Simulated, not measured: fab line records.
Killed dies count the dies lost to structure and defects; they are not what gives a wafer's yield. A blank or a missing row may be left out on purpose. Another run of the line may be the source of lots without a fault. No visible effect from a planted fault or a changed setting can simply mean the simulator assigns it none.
Which tool is to blame? -- flow berkeley cmos170 -- 42 wafers from 14 lots sampled at 5 of the route's 331 steps

## WHAT EACH GAUGE READ, for each wafer
UCB170_ACTIVE_CD_MEAS_13: target cd 1200 nm.
lot,measured,on,cd nm (nm)
L720,day 4 15:01,cd sem-01,1199.3 1198.9 1198.8
L721,day 5 07:58,cd sem-02,1199.9 1200.3 1200.6
L723,day 5 08:11,cd sem-02,1201.0 1200.4 1200.1
L724,day 5 14:17,cd sem-02,1199.8 1198.9 1199.1
L725,day 5 14:13,cd sem-02,1199.4 1199.0 1199.4
L726,day 5 13:55,cd sem-01,1199.7 1200.1 1199.8
L731,day 7 04:16,cd sem-02,1200.8 1199.2 1199.9
L733,day 7 03:42,cd sem-02,1200.1 1201.2 1199.2
L735,day 7 23:40,cd sem-02,1199.9 1198.6 1198.8
L737,day 8 09:43,cd sem-01,1199.1 1199.2 1199.0
L738,day 8 10:26,cd sem-01,1200.1 1198.7 1199.9
L739,day 9 01:33,cd sem-01,1199.9 1200.3 1199.2
L740,day 9 08:40,cd sem-01,1199.8 1199.6 1200.1
L742,day 9 15:45,cd sem-02,1201.3 1199.8 1200.0

UCB170_ACTIVE_OVL_MEAS_14.
lot,measured,on,ACTIVE_OVL (nm)
L720,day 4 15:07,overlay-01,9 0 -2
L721,day 5 08:05,overlay-02,3 3 15
L723,day 5 08:19,overlay-01,5 7 3
L724,day 5 14:25,overlay-02,-2 -2 -4
L725,day 5 14:18,overlay-02,6 9 2
L726,day 5 14:03,overlay-01,3 6 2
L731,day 7 04:22,overlay-01,5 6 -3
L733,day 7 03:49,overlay-01,-3 2 0
L735,day 7 23:47,overlay-02,8 12 0
L737,day 8 09:49,overlay-02,7 7 1
L738,day 8 10:32,overlay-02,6 7 -1
L739,day 9 01:38,overlay-02,1 2 8
L740,day 9 08:47,overlay-02,2 -1 0
L742,day 9 15:52,overlay-01,-1 -3 0

## TOOL THAT RAN EACH LOT (tool first, then ch and the chambers of the sampled wafers, then the start)
lot,UCB170_ZERO_ETCH_06,UCB170_PWELL_ETCH_14,UCB170_PWELL_STRIP_16
L720,"rie diel-04 ch 0,2,3, day 1 20:31","rie diel-01 ch 0,2,3, day 3 09:48","plasma asher-02 ch 0,1, day 3 10:05"
L721,"rie diel-03 ch 0,1, day 2 09:23","rie diel-02 ch 1,2,3, day 4 06:39","plasma asher-02 ch 0,1, day 4 06:54"
L723,"rie diel-02 ch 0,1,3, day 2 09:56","rie diel-01 ch 0,2,3, day 4 06:55","plasma asher-04 ch 0,1, day 4 07:10"
L724,"rie diel-02 ch 0,2,3, day 2 21:45","rie diel-04 ch 0,1,3, day 4 08:10","plasma asher-01 ch 0,1, day 4 08:25"
L725,"rie diel-03 ch 0,1,3, day 2 21:50","rie diel-01 ch 2,3, day 4 08:26","plasma asher-04 ch 0,1, day 4 08:43"
L726,"rie diel-03 ch 0,3, day 3 05:56","rie diel-04 ch 1,3, day 4 13:23","plasma asher-02 ch 0, day 4 13:38"
L731,"rie diel-03 ch 1,3, day 4 07:54","rie diel-02 ch 0,2, day 5 14:14","plasma asher-01 ch 0,1, day 5 14:32"
L733,"rie diel-03 ch 0,2, day 4 10:18","rie diel-02 ch 0,2,3, day 5 14:03","plasma asher-02 ch 0,1, day 5 14:18"
L735,"rie diel-03 ch 1,3, day 4 20:20","rie diel-04 ch 0,3, day 6 07:02","plasma asher-01 ch 0,1, day 6 07:17"
L737,"rie diel-02 ch 0,1,3, day 5 09:33","rie diel-01 ch 0,2,3, day 6 22:16","plasma asher-04 ch 0,1, day 6 22:31"
L738,"rie diel-03 ch 0,1,2, day 5 12:00","rie diel-04 ch 0,2,3, day 6 22:22","plasma asher-02 ch 0,1, day 6 22:37"
L739,"rie diel-03 ch 2,3, day 5 18:28","rie diel-01 ch 1,2,3, day 7 07:55","plasma asher-04 ch 0,1, day 7 08:11"
L740,"rie diel-02 ch 0,2,3, day 6 02:08","rie diel-01 ch 1,2, day 7 20:02","plasma asher-04 ch 0,1, day 7 20:26"
L742,"rie diel-04 ch 0,2,3, day 6 15:17","rie diel-04 ch 2,3, day 8 03:24","plasma asher-04 ch 0,1, day 8 03:48"
- UCB170_ZERO_ETCH_06: etches SiO2 in CHF3/CF4/Ar, time 12 s.
- UCB170_PWELL_ETCH_14: etches Si3N4 in CH3F/Ar/O2, stops on SiO2, target depth 242 nm, time 151 s.
- UCB170_PWELL_STRIP_16: strips in O2.

## AS READ BY THE TOOLS THEMSELVES (means over the sampled wafers that have a number; for cases with no such wafer, the mark the record gives instead)
UCB170_ZERO_ETCH_06.
lot,tool,chamber pressure mTorr (mTorr),drypump motor current A (A),mfc ar sccm (sccm),oes product au (a.u.),throttle valve pct (%)
L720,rie diel-04,100.00,5.8,119.8,0.616,9.26
L721,rie diel-03,99.94,6.2,120.1,0.624,9.14
L723,rie diel-02,99.98,5.3,119.9,0.623,9.29
L724,rie diel-02,100.04,5.8,119.8,0.618,9.32
L725,rie diel-03,100.03,6.0,119.8,0.619,9.12
L726,rie diel-03,100.03,5.7,120.5,0.624,9.07
L731,rie diel-03,99.89,5.9,119.9,0.611,9.11
L733,rie diel-03,100.00,6.1,120.2,0.628,9.21
L735,rie diel-03,100.03,5.9,120.3,0.614,9.11
L737,rie diel-02,100.02,5.4,119.9,0.627,9.30
L738,rie diel-03,99.98,6.2,120.3,0.616,9.19
L739,rie diel-03,100.14,6.0,120.5,0.619,9.18
L740,rie diel-02,99.99,5.8,120.0,0.619,9.31
L742,rie diel-04,99.97,5.9,120.1,0.616,9.27

UCB170_PWELL_ETCH_14.
lot,tool,chamber pressure mTorr (mTorr),drypump motor current A (A),mfc ar sccm (sccm),oes product au (a.u.),throttle valve pct (%)
L720,rie diel-01,49.99,5.7,50.00,0.930,7.99
L721,rie diel-02,50.05,5.9,49.92,0.953,8.21
L723,rie diel-01,50.02,5.7,50.17,0.931,7.99
L724,rie diel-04,50.02,5.6,49.97,0.929,8.10
L725,rie diel-01,50.04,6.1,49.89,0.931,7.96
L726,rie diel-04,50.00,6.0,50.06,0.939,8.17
L731,rie diel-02,49.95,5.6,49.98,0.931,8.04
L733,rie diel-02,49.99,5.8,50.01,0.949,8.14
L735,rie diel-04,49.95,5.7,49.96,0.949,7.98
L737,rie diel-01,49.99,5.8,50.04,0.933,7.98
L738,rie diel-04,50.03,5.8,50.10,0.955,8.07
L739,rie diel-01,50.03,6.0,49.88,0.938,7.93
L740,rie diel-01,49.99,6.1,50.04,0.937,7.94
L742,rie diel-04,50.00,6.2,49.92,0.942,8.16

UCB170_PWELL_STRIP_16.
lot,tool,chamber pressure mTorr (mTorr),drypump motor current A (A),o2 flow sccm (sccm),oes product au (a.u.),strip time to endpoint s (s)
L720,plasma asher-02,3502.1,5.8,401.9,0.720,18.08
L721,plasma asher-02,3500.0,5.5,400.6,0.718,17.91
L723,plasma asher-04,3499.7,5.1,399.4,0.719,17.89
L724,plasma asher-01,3497.5,5.6,400.4,0.718,18.04
L725,plasma asher-04,3502.0,5.1,401.1,0.720,18.04
L726,plasma asher-02,3499.5,6.1,401.1,0.724,18.17
L731,plasma asher-01,3501.5,5.9,401.3,0.718,16.46
L733,plasma asher-02,3501.8,5.8,400.7,0.721,16.56
L735,plasma asher-01,3501.5,5.9,399.7,0.720,18.16
L737,plasma asher-04,3500.0,5.1,399.8,0.721,18.03
L738,plasma asher-02,3500.5,5.8,400.3,0.720,18.01
L739,plasma asher-04,3502.9,5.1,399.7,0.717,17.92
L740,plasma asher-04,3499.7,5.1,399.0,0.722,17.96
L742,plasma asher-04,3498.3,5.1,400.9,0.719,18.02

## THE ANSWER, worked out from the rows above alone
Rule: the lots themselves supply what counts as usual. The widest of any qualifying gaps counts: lots, ordered by their means at a reading, are off when they make up no more than a third of the lots, leave a main group of 4 or more, and stand apart from it by 3 or more times the standard deviation of that group's means. Not used: any main group whose means are identical at the precision the tables above print for the reading. A lot without any number at a reading at which 4 lots or more have one is off too. The other lots that the step has rows for count as sound. After the gauges, taken in route order, come the tools' own readings; for these a lot's mean is taken, as printed above. The first step at which some lot is off is used, and at that step the reading that is off furthest; a lot without a number counts as furthest.
Off: L731, L733 (UCB170_PWELL_STRIP_16, strip time to endpoint s). For the main group the mean is 18.02 s and the standard deviation 0.086.
A tool fits if, at that step or a process step before it, it ran every lot that is off, and no sound lot after the first of them. One fits: rie diel-02 at UCB170_PWELL_ETCH_14. A fault onset in the window from L721 (day 4 06:39, its last sound lot) to L733 (day 5 14:03, its first lot off) fits.

## WHAT WAS PUT IN BY THE SIMULATOR
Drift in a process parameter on rie diel-02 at UCB170_PWELL_ETCH_14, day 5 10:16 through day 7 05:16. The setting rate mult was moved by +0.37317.
Shown lots that were struck: L733, L731. The rule given above showed the same thing.
